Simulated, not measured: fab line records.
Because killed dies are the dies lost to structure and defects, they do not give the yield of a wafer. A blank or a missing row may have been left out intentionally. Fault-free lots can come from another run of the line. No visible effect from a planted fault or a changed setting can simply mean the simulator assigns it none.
fab line records    flow rit_cmos
[record] lots = 14  wafers = 42  last_day = 7
route steps=202 shown ACTIVE@14 PWELL@48 NRETRO@61 M1@202
lots untouched by any fault: they come from a run of this same line in which no faults occurred
start_h: hours from the record's first day to the start of the lot's first wafer shown    wait_h: how many hours have passed since the lot's step before this one    " same as the row above    L1.1+2: one row covering several wafers at once    - value missing, or start not given    * or withheld: withheld    < > ~ a bound
route shown NAME@n: a module of which the file shows steps, and the number in the route of the first    usual: mean and standard deviation over wafers with no fault    same: alike in all rows    chamber/n: place in a boat    sites: each site's reading    _std_site: standard deviation of those values    _edge_site: outer sites' mean less inner sites'    radius_mm: how far each site lies from the wafer's centre    mask NAME#n: copy n    behind: the last tool/chamber to shape the wafer    hold: why the lot went on hold/how many hours it stayed there/how the hold came to an end    device: the transistor (n, p or np) that didn't switch    end of line: at the end of the route, the tests of the same wafers    a step given without rows: its recipe and nothing more    killed: the dies lost at the first sort to structure and to defects; this is not the yield of the wafer    map: per-die view of a wafer (x killed, . not killed, _ where there is no die)
set.NAME: the setting that was run; set.NAME@STEP: the one run at that earlier step    model.NAME: the simulator's own value behind a step, which no gauge read
a sample of lots followed through the steps of the route, with each step as a table and each wafer as a row
services: from which hour (start_h, from the record's first day; less than 0 if before it) a tool's chamber was out of use, for how many hours, and why
[[steps]]
[step RIT_ACTIVE_ETCH_13]
[recipe] stop_on = SiO2  chemistry = SF6  target = Si3N4  time_s = 210  over_etch_frac = 0.4  SF6_flow_sccm = 200  pressure_mtorr = 260  rf_w = 125  target_depth_a = 2100
[usual] drypump_motor_current_A = 5.6/0.49  oes_product_au = 0.825/0.014  throttle_valve_pct = 7.44/0.1
[same] over_etch_frac = 0.4  time_s = 210
lot.wafer  tool         chamber  start_h  wait_h  drypump_motor_current_A  oes_product_au  rf_hours_counter_h  throttle_valve_pct
L496.3     rie_diel-02  2        19.83    0.1     6.0                      0.834           128                 7.63
L496.5     "            2        "        "       6.0                      0.821           -                   7.65
L496.6     "            1        "        "       5.6                      0.842           -                   7.49
L497.1     rie_diel-04  0        24.71    0.1     5.9                      0.819           2                   7.41
L497.4     "            3        "        "       5.4                      0.820           0                   7.39
L497.6     "            1        "        "       5.4                      0.841           -                   7.54
L498.1     rie_diel-01  1        29.90    0.1     6.0                      0.845           141                 7.26
L498.4     "            0        "        "       5.7                      0.821           5                   7.41
L498.5     "            2        "        "       6.3                      0.816           -                   7.31
L501.2     rie_diel-02  3        45.54    0.1     4.9                      0.809           3                   7.41
L501.3     "            1        "        "       5.5                      0.826           166                 7.47
L501.6     "            0        "        "       4.9                      0.800           -                   7.49
L502.1     rie_diel-02  3        49.83    0.1     4.9                      0.814           3                   7.40
L502.2     "            2        "        "       6.0                      0.835           128                 7.65
L502.6     "            2        "        "       6.0                      0.835           -                   7.64
L503.2     rie_diel-01  0        54.83    0.1     5.8                      0.820           5                   7.39
L503.4     "            2        "        "       6.3                      0.816           136                 7.32
L503.5     "            2        "        "       6.3                      0.821           -                   7.33
L505.1     rie_diel-04  3        64.93    0.1     5.4                      0.810           1                   7.39
L505.4     "            0        "        "       5.9                      0.815           3                   7.39
L505.6     "            2        "        "       5.0                      0.824           -                   7.47
L506.2     rie_diel-01  0        69.83    0.1     5.7                      0.823           5                   7.39
L506.4     "            2        "        "       6.3                      0.819           136                 7.30
L506.6     "            2        "        "       6.3                      0.821           -                   7.31
L507.1     rie_diel-02  3        76.02    0.1     4.9                      0.813           4                   7.41
L507.4     "            3        "        "       4.9                      0.817           -                   7.41
L507.5     "            0        "        "       4.9                      0.803           -                   7.47
L514.4     rie_diel-04  1        109.71   0.1     5.4                      0.836           34                  7.53
L514.5     "            1        "        "       5.4                      0.835           -                   7.54
L514.6     "            2        "        "       5.0                      0.810           -                   7.47
L515.3     rie_diel-01  2        114.83   0.1     6.3                      0.803           137                 7.31
L515.4     "            0        "        "       5.7                      0.818           6                   7.39
L515.5     "            1        "        "       6.0                      0.836           -                   7.26
L516.1     rie_diel-04  1        119.83   0.1     5.4                      0.844           34                  7.52
L516.2     "            2        "        "       5.0                      0.823           27                  7.47
L516.5     "            1        "        "       5.5                      0.852           -                   7.54
L517.1     rie_diel-04  0        125.48   0.1     5.9                      0.822           4                   7.39
L517.3     "            2        "        "       5.0                      0.829           27                  7.48
L517.5     "            0        "        "       5.9                      0.816           -                   7.41
L518.3     rie_diel-02  1        129.83   0.1     5.5                      0.819           1                   7.51
L518.4     "            0        "        "       4.9                      0.795           -                   7.48
L518.5     "            3        "        "       4.9                      0.811           -                   7.43
[step RIT_PWELL_STRIP_09]
[recipe] chemistry = O2  time_s = 180  resist = NOVOLAK  platen_temp_c = withheld  power_w = 500  pressure_mtorr = 4000  o2_flow_sccm = 4000
[usual] drypump_motor_current_A = 5.7/0.38  rf_refl_power_W = 6.3/1.6
[same] time_s = 180
lot.wafer  tool             chamber  start_h  wait_h  drypump_motor_current_A  rf_hours_counter_h  rf_refl_power_W
L496.3     plasma_asher-01  1        27.66    0.1     6.3                      -                   6.6
L496.5     "                0        "        "       5.6                      -                   8.2
L496.6     "                1        "        "       6.3                      -                   5.9
L497.1     plasma_asher-02  0        32.39    0.1     5.1                      26                  3.7
L497.4     "                0        "        "       5.1                      -                   4.0
L497.6     "                1        "        "       6.0                      -                   8.4
L498.1     plasma_asher-04  0        37.35    0.1     5.5                      40                  6.7
L498.4     "                0        "        "       5.5                      -                   6.8
L498.5     "                0        "        "       5.5                      -                   6.9
L501.2     plasma_asher-02  1        54.33    0.1     6.0                      29                  8.3
L501.3     "                0        "        "       5.1                      -                   3.8
L501.6     "                1        "        "       6.0                      -                   8.2
L502.1     plasma_asher-02  0        57.29    0.1     5.1                      29                  4.2
L502.2     "                1        "        "       6.0                      29                  8.0
L502.6     "                1        "        "       6.0                      -                   7.6
L503.2     plasma_asher-02  1        63.76    0.1     6.0                      30                  7.9
L503.4     "                0        "        "       5.1                      -                   4.1
L503.5     "                1        "        "       6.0                      -                   7.9
L505.1     plasma_asher-04  0        72.76    0.1     5.5                      43                  6.7
L505.4     "                1        "        "       5.8                      -                   5.2
L505.6     "                0        "        "       5.5                      -                   6.7
L506.2     plasma_asher-01  1        78.74    0.1     6.3                      45                  6.3
L506.4     "                1        "        "       6.3                      -                   6.2
L506.6     "                1        "        "       6.3                      -                   5.9
L507.1     plasma_asher-04  1        83.42    0.1     5.7                      44                  5.1
L507.4     "                1        "        "       5.7                      -                   5.2
L507.5     "                1        "        "       5.7                      -                   5.2
L514.4     plasma_asher-01  0        117.42   0.1     5.6                      -                   8.3
L514.5     "                0        "        "       5.5                      -                   8.0
L514.6     "                1        "        "       6.2                      -                   6.6
L515.3     plasma_asher-02  0        123.55   0.1     5.1                      -                   3.8
L515.4     "                1        "        "       6.0                      -                   8.3
L515.5     "                1        "        "       6.0                      -                   8.0
L516.1     plasma_asher-02  1        127.61   0.1     5.9                      36                  8.3
L516.2     "                0        "        "       5.1                      36                  4.2
L516.5     "                1        "        "       5.9                      -                   8.2
L517.1     plasma_asher-04  1        134.05   0.1     5.8                      50                  4.8
L517.3     "                1        "        "       5.7                      -                   5.1
L517.5     "                1        "        "       5.7                      -                   4.9
L518.3     plasma_asher-01  1        137.67   0.1     6.3                      -                   6.4
L518.4     "                0        "        "       5.5                      -                   7.9
L518.5     "                0        "        "       5.5                      -                   7.9
[step RIT_NRETRO_IMPLANT_08]
[recipe] species = P  energy_kev = 70  dose_cm2 = 1e+13  tilt_deg = 7
[usual] dose_ions_cm2 = 1.0001e+13/1.1e+10  faraday_current_uA = 31.7/0.59
lot.wafer  tool          chamber  start_h  wait_h  dose_ions_cm2  faraday_current_uA
L496.3     implanter-03  0        34.50    0.2     9.988e+12      31.1
L496.5     "             0        "        "       9.999e+12      32.0
L496.6     "             0        "        "       1.0002e+13     31.4
L497.1     implanter-02  0        39.12    0.2     1.0005e+13     31.1
L497.4     "             0        "        "       9.988e+12      32.1
L497.6     "             0        "        "       1.0005e+13     30.3
L498.1     implanter-03  0        44.38    0.2     1.0023e+13     32.1
L498.4     "             0        "        "       1.0008e+13     32.3
L498.5     "             0        "        "       1.0018e+13     31.9
L501.2     implanter-01  0        61.08    0.2     9.986e+12      31.5
L501.3     "             0        "        "       9.979e+12      31.9
L501.6     "             0        "        "       9.986e+12      30.9
L502.1     implanter-03  0        64.14    0.2     9.99e+12       31.3
L502.2     "             0        "        "       9.988e+12      31.2
L502.6     "             0        "        "       9.999e+12      31.5
L503.2     implanter-03  0        70.65    0.2     9.999e+12      32.0
L503.4     "             0        "        "       1.0003e+13     31.6
L503.5     "             0        "        "       9.993e+12      30.4
L505.1     implanter-01  0        80.06    0.2     9.99e+12       31.1
L505.4     "             0        "        "       9.994e+12      31.7
L505.6     "             0        "        "       9.994e+12      31.9
L506.2     implanter-03  0        85.49    0.2     1.0002e+13     31.2
L506.4     "             0        "        "       1.0012e+13     31.7
L506.6     "             0        "        "       9.998e+12      31.4
L507.1     implanter-02  0        90.21    0.2     9.999e+12      31.4
L507.4     "             0        "        "       9.987e+12      32.0
L507.5     "             0        "        "       9.996e+12      32.2
L514.4     implanter-02  0        124.42   0.2     1.3683e+13     42.9
L514.5     "             0        "        "       1.3695e+13     43.7
L514.6     "             0        "        "       1.369e+13      44.3
L515.3     implanter-02  0        130.39   0.2     1.3717e+13     44.1
L515.4     "             0        "        "       1.3712e+13     43.2
L515.5     "             0        "        "       1.3703e+13     44.5
L516.1     implanter-01  0        134.55   0.2     9.999e+12      31.7
L516.2     "             0        "        "       9.997e+12      31.7
L516.5     "             0        "        "       9.993e+12      31.6
L517.1     implanter-03  0        140.78   0.2     1.0006e+13     31.4
L517.3     "             0        "        "       9.988e+12      31.5
L517.5     "             0        "        "       9.998e+12      31.3
L518.3     implanter-03  0        144.79   0.2     1.0009e+13     30.5
L518.4     "             0        "        "       1.0003e+13     31.4
L518.5     "             0        "        "       1.0013e+13     32.1
[step RIT_NRETRO_STRIP_09]
[recipe] chemistry = O2  time_s = 180  resist = NOVOLAK  platen_temp_c = withheld  power_w = 500  pressure_mtorr = 4000  o2_flow_sccm = 4000
[usual] drypump_motor_current_A = 5.6/0.31  rf_refl_power_W = 6.0/1.5
[same] time_s = 180
lot.wafer  tool             chamber  start_h  wait_h  drypump_motor_current_A  rf_hours_counter_h  rf_refl_power_W
L496.3     plasma_asher-03  0        34.66    0.1     6.1                      -                   7.0
L496.5     "                0        "        "       6.0                      -                   7.2
L496.6     "                1        "        "       5.4                      -                   6.0
L497.1     plasma_asher-03  0        39.27    0.1     6.1                      34                  6.7
L497.4     "                0        "        "       6.1                      -                   6.8
L497.6     "                1        "        "       5.4                      -                   6.2
L498.1     plasma_asher-04  1        44.53    0.1     5.7                      40                  5.3
L498.4     "                0        "        "       5.5                      -                   6.9
L498.5     "                1        "        "       5.8                      -                   4.6
L501.2     plasma_asher-04  1        61.21    0.1     5.8                      42                  4.9
L501.3     "                0        "        "       5.5                      -                   6.5
L501.6     "                0        "        "       5.5                      -                   6.7
L502.1     plasma_asher-03  1        64.29    0.1     5.4                      36                  5.6
L502.2     "                0        "        "       6.0                      36                  7.0
L502.6     "                1        "        "       5.4                      -                   5.9
L503.2     plasma_asher-02  0        70.78    0.1     5.1                      30                  3.8
L503.4     "                1        "        "       5.9                      -                   7.8
L503.5     "                0        "        "       5.1                      -                   3.9
L505.1     plasma_asher-04  0        80.21    0.1     5.6                      44                  6.9
L505.4     "                1        "        "       5.8                      -                   5.3
L505.6     "                0        "        "       5.6                      -                   7.0
L506.2     plasma_asher-03  0        85.61    0.1     6.0                      38                  6.3
L506.4     "                1        "        "       5.4                      -                   6.0
L506.6     "                1        "        "       5.4                      -                   5.5
L507.1     plasma_asher-02  1        90.36    0.1     5.9                      32                  8.6
L507.4     "                1        "        "       6.0                      -                   8.3
L507.5     "                1        "        "       5.9                      -                   8.3
L514.4     plasma_asher-03  1        124.55   0.1     5.4                      -                   6.0
L514.5     "                0        "        "       6.1                      -                   6.6
L514.6     "                1        "        "       5.4                      -                   6.2
L515.3     plasma_asher-03  1        130.55   0.1     5.4                      -                   6.1
L515.4     "                0        "        "       6.0                      -                   6.7
L515.5     "                0        "        "       6.0                      -                   6.9
L516.1     plasma_asher-02  0        134.70   0.1     5.1                      37                  4.0
L516.2     "                1        "        "       5.9                      37                  8.2
L516.5     "                1        "        "       6.0                      -                   7.6
L517.1     plasma_asher-04  0        140.93   0.1     5.5                      50                  6.8
L517.3     "                0        "        "       5.5                      -                   6.7
L517.5     "                1        "        "       5.8                      -                   5.3
L518.3     plasma_asher-04  1        144.95   0.1     5.7                      -                   5.3
L518.4     "                0        "        "       5.5                      -                   6.7
L518.5     "                1        "        "       5.8                      -                   5.1
[step RIT_NRETRO_TW_MEAS_10]
[usual] NRETRO_TW = 1061/16
lot.wafer  tool           chamber  start_h  wait_h  hold                      NRETRO_TW
L496.3     film_metro-04  -        34.80    0.1     -                         1061
L496.5     "              -        "        "       -                         1059
L496.6     "              -        "        "       -                         1065
L497.1     film_metro-04  -        39.44    0.1     -                         1061
L497.4     "              -        "        "       -                         1060
L497.6     "              -        "        "       -                         1062
L498.1     film_metro-01  -        44.71    0.1     -                         1082
L498.4     "              -        "        "       -                         1076
L498.5     "              -        "        "       -                         1076
L501.2     film_metro-02  -        61.39    0.1     -                         1037
L501.3     "              -        "        "       -                         1037
L501.6     "              -        "        "       -                         1032
L502.1     film_metro-02  -        64.47    0.1     -                         1036
L502.2     "              -        "        "       -                         1038
L502.6     "              -        "        "       -                         1034
L503.2     film_metro-01  -        70.96    0.1     -                         1079
L503.4     "              -        "        "       -                         1081
L503.5     "              -        "        "       -                         1073
L505.1     film_metro-04  -        80.39    0.1     -                         1062
L505.4     "              -        "        "       -                         1057
L505.6     "              -        "        "       -                         1060
L506.2     film_metro-04  -        85.80    0.1     -                         1068
L506.4     "              -        "        "       -                         1060
L506.6     "              -        "        "       -                         1057
L507.1     film_metro-01  -        90.54    0.1     -                         1077
L507.4     "              -        "        "       -                         1082
L507.5     "              -        "        "       -                         1079
L514.4     film_metro-04  -        124.70   0.1     await_dispo/0.2h/release  1165
L514.5     "              -        "        "       await_dispo/0.2h/release  1165
L514.6     "              -        "        "       await_dispo/0.2h/release  1162
L514.4     film_metro-04  -        124.93   0.2     -                         1163
L514.5     "              -        "        "       -                         1157
L514.6     "              -        "        "       -                         1167
L515.3     film_metro-01  -        130.69   0.1     await_dispo/0.2h/release  1201
L515.4     "              -        "        "       await_dispo/0.2h/release  1196
L515.5     "              -        "        "       await_dispo/0.2h/release  1194
L515.3     film_metro-01  -        130.91   0.2     -                         1197
L515.4     "              -        "        "       -                         1199
L515.5     "              -        "        "       -                         1199
L516.1     film_metro-01  -        134.87   0.1     -                         1081
L516.2     "              -        "        "       -                         1080
L516.5     "              -        "        "       -                         1081
L517.1     film_metro-01  -        141.10   0.1     -                         1086
L517.3     "              -        "        "       -                         1079
L517.5     "              -        "        "       -                         1090
L518.3     film_metro-04  -        145.09   0.1     -                         1055
L518.4     "              -        "        "       -                         1048
L518.5     "              -        "        "       -                         1060
[step RIT_M1_PROBE_99]
[usual] killed_at_contacts = 0.1/0.27  killed_at_front_end = 7/3.1  killed_dies = 7/3.1  killed_open = 3.6/2.3  killed_short = 3.2/2
[same] gross_dies = 264  killed_at_M0_to_M3 = 0  killed_at_M4_up = 0  killed_at_back_side = 0  killed_at_other = 0
lot.wafer  tool       chamber  start_h  wait_h  killed_at_contacts  killed_at_front_end  killed_dies  killed_open  killed_short
L501.2     prober-01  -        89.05    0.1     0                   9                    9            7            2
L501.3     prober-01  -        89.10    0.2     0                   11                   11           4            7
L501.6     prober-01  -        89.25    0.2     0                   7                    7            1            6
L507.1     prober-01  -        117.00   0.1     0                   7                    7            3            4
L507.4     prober-01  -        117.15   0.2     0                   9                    9            5            4
L507.5     prober-01  -        117.20   0.2     0                   5                    5            3            2
L514.4     prober-02  -        159.96   0.2     0                   9                    9            7            2
L514.5     prober-02  -        160.01   0.2     0                   12                   12           6            6
L514.6     prober-02  -        160.06   0.2     0                   7                    7            2            5
L515.3     prober-01  -        165.26   0.2     0                   6                    6            3            3
L515.4     prober-01  -        165.31   0.2     0                   5                    5            1            4
L515.5     prober-01  -        165.36   0.2     0                   9                    9            5            4
L518.3     prober-02  -        173.11   0.2     0                   10                   10           6            4
L518.4     prober-02  -        173.16   0.2     0                   7                    7            5            2
L518.5     prober-02  -        173.21   0.2     0                   1                    1            1            0
// killed by level:class
L501.2 FOX1:geometric_particle:open=2 GATE:geometric_particle:open=2 FOX2:geometric_particle:open=1 GATE:geometric_particle:short=1 SPACER:geometric_particle:open=1 SILICIDE:geometric_particle:short=1 SILICIDE:geometric_particle:open=1
L501.3 GATE:geometric_particle:short=4 REOX:geometric_particle:open=2 SILICIDE:geometric_particle:short=2 GATE:geometric_particle:open=1 REOX:geometric_particle:short=1 SPACER:geometric_particle:open=1
L501.6 FOX1:geometric_particle:short=3 GATE:geometric_particle:short=2 FOX2:geometric_particle:open=1 FOX2:geometric_particle:short=1
L507.1 GATE:geometric_particle:short=3 GATE:geometric_particle:open=2 FOX1:geometric_particle:open=1 REOX:geometric_particle:short=1
L507.4 GATE:geometric_particle:open=2 REOX:geometric_particle:open=2 REOX:geometric_particle:short=2 FOX1:geometric_particle:short=1 GATE:geometric_particle:short=1 SPACER:geometric_particle:open=1
L507.5 GATE:geometric_particle:open=2 GATE:geometric_particle:short=2 REOX:geometric_particle:open=1
L514.4 SPACER:geometric_particle:open=3 FOX1:geometric_particle:short=2 GATE:geometric_particle:open=2 FOX1:geometric_particle:open=1 FOX2:geometric_particle:open=1
L514.5 GATE:geometric_particle:short=2 GATE:geometric_particle:open=2 REOX:geometric_particle:open=2 SPACER:geometric_particle:short=2 FOX1:geometric_particle:short=1 FOX1:geometric_particle:open=1 FOX2:geometric_particle:short=1 FOX2:geometric_particle:open=1
L514.6 SILICIDE:geometric_particle:short=2 FOX1:geometric_particle:short=1 FOX2:geometric_particle:open=1 REOX:geometric_particle:open=1 REOX:geometric_particle:short=1 SPACER:geometric_particle:short=1
L515.3 FOX1:geometric_particle:short=1 GATE:geometric_particle:open=1 REOX:geometric_particle:short=1 REOX:geometric_particle:open=1 SPACER:geometric_particle:short=1 SILICIDE:geometric_particle:open=1
L515.4 FOX2:geometric_particle:short=1 GATE:geometric_particle:short=1 GATE:geometric_particle:open=1 REOX:geometric_particle:short=1 SILICIDE:geometric_particle:short=1
L515.5 GATE:geometric_particle:open=3 GATE:geometric_particle:short=2 FOX1:geometric_particle:short=1 REOX:geometric_particle:short=1 REOX:geometric_particle:open=1 SILICIDE:geometric_particle:open=1
L518.3 SPACER:geometric_particle:open=3 FOX1:geometric_particle:short=2 REOX:geometric_particle:open=2 FOX1:geometric_particle:open=1 GATE:geometric_particle:short=1 REOX:geometric_particle:short=1
L518.4 SPACER:geometric_particle:open=2 FOX1:geometric_particle:short=1 FOX1:geometric_particle:open=1 GATE:geometric_particle:short=1 REOX:geometric_particle:open=1 SILICIDE:geometric_particle:open=1
L518.5 GATE:geometric_particle:open=1
[[services]]
tool             chamber  start_h  hours  kind
plasma_asher-04  -        3.17     1.4    repair
rie_diel-02      2        8.24     8.3    repair
implanter-02     -        8.92     3.2    pm
implanter-02     -        37.09    1.7    repair
rie_diel-01      2        55.12    5.9    repair
rie_diel-02      1        62.13    7.9    repair
implanter-02     -        68.94    6.0    repair
rie_diel-02      1        70.61    -      clean
rie_diel-02      1        70.61    32.2   scheduled_down
rie_diel-04      3        72.09    5.3    repair
rie_diel-04      2        77.27    13.9   repair
rie_diel-02      2        84.52    5.5    repair
implanter-03     -        88.18    2.9    repair
implanter-02     -        99.61    3.7    pm
plasma_asher-03  -        108.75   9.0    pm
plasma_asher-03  0        108.75   9.0    vent_cycle
plasma_asher-03  1        108.75   9.0    vent_cycle
rie_diel-04      3        115.19   26.2   repair
plasma_asher-03  0        117.75   -      clean
plasma_asher-03  1        117.75   -      clean
rie_diel-02      2        127.60   4.6    repair
rie_diel-01      3        134.24   3.2    repair
implanter-01     -        135.63   15.8   repair
implanter-02     -        137.85   14.8   repair
[[key]]
[first_sign] step = RIT_NRETRO_IMPLANT_08  reading = dose_ions_cm2  direction = up  sigmas = 99+  usual = 1.0001e+13  struck = 1.37e+13
[effect] step = RIT_NRETRO_IMPLANT_08  reading = faraday_current_uA  direction = up  sigmas = 20  usual = 31.7  struck = 43.8
[effect] step = RIT_NRETRO_TW_MEAS_10  reading = visit  direction = added
[effect] step = RIT_NRETRO_TW_MEAS_10  reading = NRETRO_TW  direction = up  sigmas = 7.3  usual = 1061  struck = 1180
met_at RIT_NRETRO_IMPLANT_08
struck_lots L514,L515
tester_left_out L514,L515
not_acting_at RIT_ACTIVE_ETCH_13,RIT_PWELL_STRIP_09,RIT_NRETRO_STRIP_09
onset_between 90.21 124.42
[fault] kind = process_parameter_drift  tool = implanter-02  chamber = -  onset_h = 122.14  steps = RIT_NRETRO_IMPLANT_08  channel = dose_cm2  offset = 3.7e+12  shape = step  end_h = 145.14  acts_in = these_recipes_only  stated = 1e+13
// tester_left_out: of these lots the tester's yield and bins aren't shown, on N5 and GAA mostly nor the transistor test; their killed dies are dies lost to structure and defects alone, not to doping, threshold or leakage, so they don't give the yield
